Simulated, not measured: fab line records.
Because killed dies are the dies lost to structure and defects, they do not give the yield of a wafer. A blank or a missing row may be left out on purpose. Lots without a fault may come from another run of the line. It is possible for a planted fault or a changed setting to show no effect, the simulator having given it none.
Which tool did it?	flow rit_cmos	14 lots with 42 wafers sampled at 5 steps, on a route of 202 steps

== WHAT EACH GAUGE READ, for each wafer ==
RIT_PRETRO_TW_MEAS_10.
lot	measured	on	PRETRO_TW
L193	day 2 07:20	film_metro-02	483 485 483
L194	day 2 12:11	film_metro-01	469 468 467
L196	day 2 23:20	film_metro-04	472 471 472
L198	day 3 08:21	film_metro-01	468 468 469
L200	day 3 19:19	film_metro-04	469 470 471
L204	day 4 14:37	film_metro-02	480 484 479
L205	day 4 20:05	film_metro-04	470 470 470
L210	day 5 20:53	film_metro-04	474 471 473
L211	day 6 02:10	film_metro-02	477 480 478
L212	day 6 08:18	film_metro-04	469 466 470
L213	day 6 16:27	film_metro-04	472 470 468
L214	day 6 18:26	film_metro-02	481 479 481
L215	day 6 23:46	film_metro-02	477 480 478
L216	day 7 07:07	film_metro-04	466 468 464

RIT_SPACER_THK_MEAS_04.
lot	measured	on	SPACER_NITRIDE_THK (nm)
L193	day 2 21:55	film_metro-04	252.0 253.8 252.0
L194	day 3 03:01	film_metro-01	250.9 250.3 251.2
L196	day 3 14:21	film_metro-01	265.4 266.2 266.4
L198	day 3 23:14	film_metro-02	262.3 263.8 263.7
L200	day 4 11:26	film_metro-04	249.9 249.4 251.9
L204	day 5 07:06	film_metro-01	252.2 253.4 252.7
L205	day 5 10:01	film_metro-04	252.9 254.7 254.6
L210	day 6 13:20	film_metro-01	251.3 250.3 252.9
L211	day 6 20:01	film_metro-01	243.5 243.7 245.0
L212	day 6 22:25	film_metro-02	247.3 249.6 247.4
L213	day 7 10:29	film_metro-01	251.7 253.4 254.5
L214	day 7 10:47	film_metro-02	249.6 250.1 251.3
L215	day 7 17:30	film_metro-02	249.5 249.3 247.6
L216	day 7 23:43	film_metro-04	247.2 247.2 244.7

RIT_CONTACT_THK_MEAS_01.
lot	measured	on	CONTACT_TEOS_THK (nm)
L193	day 3 02:32	film_metro-03	397 406 399
L194	day 3 08:09	film_metro-02	409 400 408
L196	day 3 18:59	film_metro-02	395 397 398
L198	day 4 04:21	film_metro-03	400 405 410
L200	day 4 16:23	film_metro-02	397 395 404
L204	day 5 11:46	film_metro-04	400 408 406
L205	day 5 14:43	film_metro-03	401 408 407
L210	day 6 18:07	film_metro-03	393 402 404
L211	day 7 01:10	film_metro-03	393 400 399
L212	day 7 03:04	film_metro-04	388 393 399
L213	day 7 15:20	film_metro-03	395 397 402
L214	day 7 15:26	film_metro-04	396 401 402
L215	day 7 22:45	film_metro-02	391 395 400
L216	day 8 04:24	film_metro-02	392 400 407

== WHAT TOOL EACH LOT RAN ON (gives the tool, then ch and the chambers of the sampled wafers, and finally the start) ==
lot	RIT_SPACER_CVD_03	RIT_SILICIDE_RTA_04
L193	lpcvd-01 ch 0, day 2 19:59	rtp_anneal-01 ch 0, day 3 02:16
L194	lpcvd-02 ch 1, day 3 00:08	rtp_anneal-02 ch 0, day 3 07:56
L196	lpcvd-02 ch 1, day 3 12:26	rtp_anneal-02 ch 0, day 3 18:42
L198	lpcvd-02 ch 1, day 3 21:19	rtp_anneal-02 ch 0, day 4 04:05
L200	lpcvd-01 ch 1, day 4 09:30	rtp_anneal-02 ch 0, day 4 16:10
L204	lpcvd-01 ch 1, day 5 04:13	rtp_anneal-02 ch 0, day 5 11:32
L205	lpcvd-01 ch 1, day 5 08:05	rtp_anneal-01 ch 0, day 5 14:29
L210	lpcvd-02 ch 1, day 6 11:24	rtp_anneal-02 ch 0, day 6 17:54
L211	lpcvd-02 ch 1, day 6 18:05	rtp_anneal-02 ch 0, day 7 00:56
L212	lpcvd-02 ch 0, day 6 20:30	rtp_anneal-01 ch 0, day 7 02:50
L213	lpcvd-02 ch 0, day 7 08:34	rtp_anneal-01 ch 0, day 7 15:06
L214	lpcvd-01 ch 0, day 7 08:52	rtp_anneal-02 ch 0, day 7 15:13
L215	lpcvd-02 ch 0, day 7 15:34	rtp_anneal-02 ch 0, day 7 22:31
L216	lpcvd-01 ch 1, day 7 21:47	rtp_anneal-01 ch 0, day 8 04:11
- RIT_SPACER_CVD_03: deposits Si3N4 from SiH2Cl2/NH3, target thk 250 nm, time 3300 s.
- RIT_SILICIDE_RTA_04: time 10 s, ramp up 5 s, ramp down 5 s.

== WHAT THE TOOLS THEMSELVES READ (means of the sampled wafers that have a number; where no wafer has one, the mark that the record gives instead) ==
RIT_SPACER_CVD_03.
lot	tool	pressure_mtorr (mTorr)	sih2cl2_flow_sccm (sccm)	zone_power_centre_pct (%)	zone_power_load_pct (%)
L193	lpcvd-01	300.5	60.13	33.3	22.0
L194	lpcvd-02	299.7	60.13	38.1	19.8
L196	lpcvd-02	360.6	60.24	38.6	19.8
L198	lpcvd-02	360.7	59.87	38.6	19.8
L200	lpcvd-01	300.7	60.07	42.0	23.2
L204	lpcvd-01	300.0	59.91	41.7	23.5
L205	lpcvd-01	299.8	59.85	42.1	23.3
L210	lpcvd-02	300.6	59.83	38.9	20.0
L211	lpcvd-02	300.9	60.03	38.9	19.7
L212	lpcvd-02	299.6	60.03	38.9	21.7
L213	lpcvd-02	300.1	60.21	38.7	21.6
L214	lpcvd-01	299.3	59.87	33.6	21.7
L215	lpcvd-02	300.4	59.55	38.1	21.5
L216	lpcvd-01	299.8	60.09	41.9	23.5

RIT_SILICIDE_RTA_04.
lot	tool	wafer_temp_C_max
L193	rtp_anneal-01	653.2
L194	rtp_anneal-02	653.4
L196	rtp_anneal-02	652.2
L198	rtp_anneal-02	652.9
L200	rtp_anneal-02	652.9
L204	rtp_anneal-02	652.6
L205	rtp_anneal-01	652.9
L210	rtp_anneal-02	651.9
L211	rtp_anneal-02	652.2
L212	rtp_anneal-01	654.3
L213	rtp_anneal-01	652.8
L214	rtp_anneal-02	652.4
L215	rtp_anneal-02	652.8
L216	rtp_anneal-01	653.3

== THE ANSWER, worked out from the rows above alone ==
Rule: usual is defined by the lots themselves. The widest of any qualifying gaps counts: lots, ordered by their means at a reading, are off when they make up no more than a third of the lots, leave a main group of 4 or more, and stand apart from it by 3 or more times the standard deviation of that group's means. A main group whose means are all the same, to the digits that the tables above print for the reading, isn't used. A lot without any number at a reading at which 4 lots or more have one is off too. The other lots that the step has rows for count as sound. The gauges are gone through in route order, then the tools' own readings, and for those a lot's mean is taken as printed above. At the first step where some lot is off, the reading lying furthest off is the one used; lots without a number count as furthest.
Off: L196, L198, at RIT_SPACER_THK_MEAS_04 (SPACER_NITRIDE_THK). The main group has a mean of 250.2 nm with a standard deviation of 2.8.
If a tool, at a process step before that reading, ran all the lots that are off and no sound lot after the first of them, it fits. Not tried: the gauges at RIT_SPACER_THK_MEAS_04; whatever is off there is also off at RIT_SPACER_CVD_03, on other tools, and gauge error can't account for it. No candidate that was tried fits.

== WHAT WAS PUT IN BY THE SIMULATOR ==
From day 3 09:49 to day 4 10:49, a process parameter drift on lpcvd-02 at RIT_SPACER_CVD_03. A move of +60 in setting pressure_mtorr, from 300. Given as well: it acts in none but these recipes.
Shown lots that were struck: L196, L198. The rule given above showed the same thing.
